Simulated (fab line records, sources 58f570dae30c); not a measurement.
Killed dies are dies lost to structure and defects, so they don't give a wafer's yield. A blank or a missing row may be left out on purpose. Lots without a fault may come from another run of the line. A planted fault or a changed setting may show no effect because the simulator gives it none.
Which tool did it? | flow berkeley_cmos170 | 14 lots, 42 wafers sampled, at 4 steps of a route of 331

WHAT THE GAUGES READ, wafer by wafer
UCB170_V1_THK_MEAS_04.
lot  | measured     | on            | V1_POLISHED_THK (nm)
L641 | day 8 04:44  | film_metro-01 | 999.7 999.1 998.8
L642 | day 8 18:45  | film_metro-02 | 999.0 1000.8 1000.9
L643 | day 8 20:04  | film_metro-03 | 998.8 998.5 998.5
L644 | day 9 07:29  | film_metro-01 | 1001.3 1001.5 1002.6
L646 | day 9 11:48  | film_metro-03 | 1001.2 1000.8 1001.4
L647 | day 9 13:08  | film_metro-03 | 1001.0 1000.4 999.1
L645 | day 9 14:28  | film_metro-02 | 1000.6 1000.3 1001.3
L648 | day 9 22:32  | film_metro-03 | 1000.0 999.4 999.3
L651 | day 10 23:00 | film_metro-01 | 999.3 1000.1 999.5
L653 | day 11 13:48 | film_metro-02 | 1001.6 1000.9 1001.3
L656 | day 12 10:29 | film_metro-03 | 1000.6 1000.1 1000.0
L661 | day 13 09:56 | film_metro-03 | 1000.0 1000.9 1000.3
L664 | day 14 01:35 | film_metro-02 | 1000.3 1000.0 1000.2
L663 | day 14 02:55 | film_metro-03 | 1000.2 1000.3 1001.1

UCB170_V2_OVL_MEAS_13.
lot  | measured     | on         | V2_OVL (nm)
L641 | day 8 12:49  | overlay-02 | 0 -9 -5
L642 | day 9 02:46  | overlay-02 | 3 1 -1
L643 | day 9 03:17  | overlay-01 | -1 8 7
L644 | day 9 13:53  | overlay-01 | -1 3 3
L646 | day 9 18:29  | overlay-01 | -8 -6 -9
L647 | day 9 20:50  | overlay-01 | 1 0 5
L645 | day 9 21:07  | overlay-02 | 3 -1 10
L648 | day 10 05:49 | overlay-01 | 10 -4 15
L651 | day 11 06:04 | overlay-02 | 6 9 2
L653 | day 11 20:53 | overlay-02 | 7 7 10
L656 | day 12 16:54 | overlay-02 | 7 4 3
L661 | day 13 17:47 | overlay-02 | -4 4 6
L664 | day 14 08:23 | overlay-02 | -4 -3 -1
L663 | day 14 10:01 | overlay-01 | 3 -1 7

WHICH TOOL RAN EACH LOT (tool, then ch and the chambers of the sampled wafers, then the start)
lot  | UCB170_M2_STRIP_07                   | UCB170_M2_METAL_ETCH_18
L641 | plasma_asher-01 ch 0, day 8 08:01    | rie_metal-01 ch 1, day 8 09:47
L642 | plasma_asher-01 ch 0,1, day 8 22:27  | rie_metal-01 ch 0,1, day 8 23:53
L643 | plasma_asher-03 ch 0,1, day 8 22:46  | rie_metal-02 ch 0,1, day 9 00:23
L644 | plasma_asher-01 ch 0,1, day 9 09:58  | rie_metal-01 ch 0,1, day 9 11:38
L646 | plasma_asher-01 ch 0,1, day 9 14:19  | rie_metal-02 ch 1, day 9 15:47
L647 | plasma_asher-01 ch 0,1, day 9 16:12  | rie_metal-04 ch 0,1, day 9 17:31
L645 | plasma_asher-03 ch 0,1, day 9 17:11  | rie_metal-02 ch 1, day 9 18:38
L648 | plasma_asher-01 ch 0, day 10 01:04   | rie_metal-04 ch 0,1, day 10 02:52
L651 | plasma_asher-03 ch 0,1, day 11 02:19 | rie_metal-02 ch 0,1, day 11 03:46
L653 | plasma_asher-03 ch 0,1, day 11 17:13 | rie_metal-02 ch 0,1, day 11 18:32
L656 | plasma_asher-03 ch 1, day 12 13:00   | rie_metal-02 ch 0,1, day 12 14:19
L661 | plasma_asher-03 ch 0,1, day 13 13:34 | rie_metal-02 ch 0,1, day 13 15:11
L664 | plasma_asher-01 ch 0,1, day 14 04:07 | rie_metal-01 ch 0, day 14 05:26
L663 | plasma_asher-03 ch 0,1, day 14 05:29 | rie_metal-04 ch 0,1, day 14 06:53
- UCB170_M2_STRIP_07: strips in O2.
- UCB170_M2_METAL_ETCH_18: etches Al in Cl2/BCl3, stops on SiO2, target depth 1170 nm, time 195 s.

WHAT THE TOOLS THEMSELVES READ (means of the sampled wafers that have a number; where no wafer has one, the mark that the record gives instead)
UCB170_M2_STRIP_07.
lot  | tool            | drypump_motor_current_A (A) | oes_product_au (a.u.) | strip_time_to_endpoint_s (s)
L641 | plasma_asher-01 | 5.2                         | 0.734                 | 21.96
L642 | plasma_asher-01 | 5.3                         | 0.738                 | 22.03
L643 | plasma_asher-03 | 5.7                         | 0.739                 | 21.98
L644 | plasma_asher-01 | 5.5                         | 0.736                 | 22.08
L646 | plasma_asher-01 | 5.5                         | 0.736                 | 22.01
L647 | plasma_asher-01 | 5.3                         | 0.735                 | 21.97
L645 | plasma_asher-03 | 5.7                         | 0.735                 | 21.88
L648 | plasma_asher-01 | 5.1                         | 0.734                 | 21.95
L651 | plasma_asher-03 | 5.7                         | 0.731                 | 22.04
L653 | plasma_asher-03 | 5.7                         | 0.734                 | 21.92
L656 | plasma_asher-03 | 5.3                         | 0.730                 | 21.98
L661 | plasma_asher-03 | 5.7                         | 0.735                 | 22.02
L664 | plasma_asher-01 | 5.5                         | 0.735                 | 21.96
L663 | plasma_asher-03 | 6.1                         | 0.730                 | 21.97

UCB170_M2_METAL_ETCH_18.
lot  | tool         | drypump_motor_current_A (A) | oes_product_au (a.u.) | throttle_valve_pct (%)
L641 | rie_metal-01 | 6.20                        | 0.887                 | 24.46
L642 | rie_metal-01 | 5.82                        | 0.871                 | 24.36
L643 | rie_metal-02 | 5.50                        | 0.847                 | 24.31
L644 | rie_metal-01 | 6.01                        | 0.866                 | 24.41
L646 | rie_metal-02 | 5.41                        | 0.852                 | 24.13
L647 | rie_metal-04 | 5.72                        | 0.852                 | 24.49
L645 | rie_metal-02 | 5.42                        | 0.856                 | 24.12
L648 | rie_metal-04 | 5.71                        | 0.854                 | 24.48
L651 | rie_metal-02 | 5.58                        | 0.838                 | 24.47
L653 | rie_metal-02 | 5.58                        | 0.843                 | 24.48
L656 | rie_metal-02 | 5.51                        | 0.847                 | 24.30
L661 | rie_metal-02 | 5.52                        | 0.855                 | 24.29
L664 | rie_metal-01 | 5.60                        | 0.866                 | 24.31
L663 | rie_metal-04 | 5.72                        | 0.860                 | 24.49

THE ANSWER, worked out from the rows above alone
Rule: what is usual is taken from the lots themselves. Put in order of their means at a reading, lots are off if they are a third of the lots or fewer, leave a main group of 4 or more, and stand apart from it by a gap of 3 or more times the standard deviation of the main group's means; of several such gaps the widest counts. A main group whose means are all the same, to the digits that the tables above print for the reading, isn't used. A lot without any number at a reading at which 4 lots or more have one is off too. The other lots that the step has rows for count as sound. The gauges are gone through in route order, then the tools' own readings, and for those a lot's mean is taken as printed above. The first step at which some lot is off is used, and at that step the reading that is off furthest; a lot without a number counts as furthest.
No lot is off at any reading shown: from this, nothing can be told.

WHAT THE SIMULATOR HAD PUT IN
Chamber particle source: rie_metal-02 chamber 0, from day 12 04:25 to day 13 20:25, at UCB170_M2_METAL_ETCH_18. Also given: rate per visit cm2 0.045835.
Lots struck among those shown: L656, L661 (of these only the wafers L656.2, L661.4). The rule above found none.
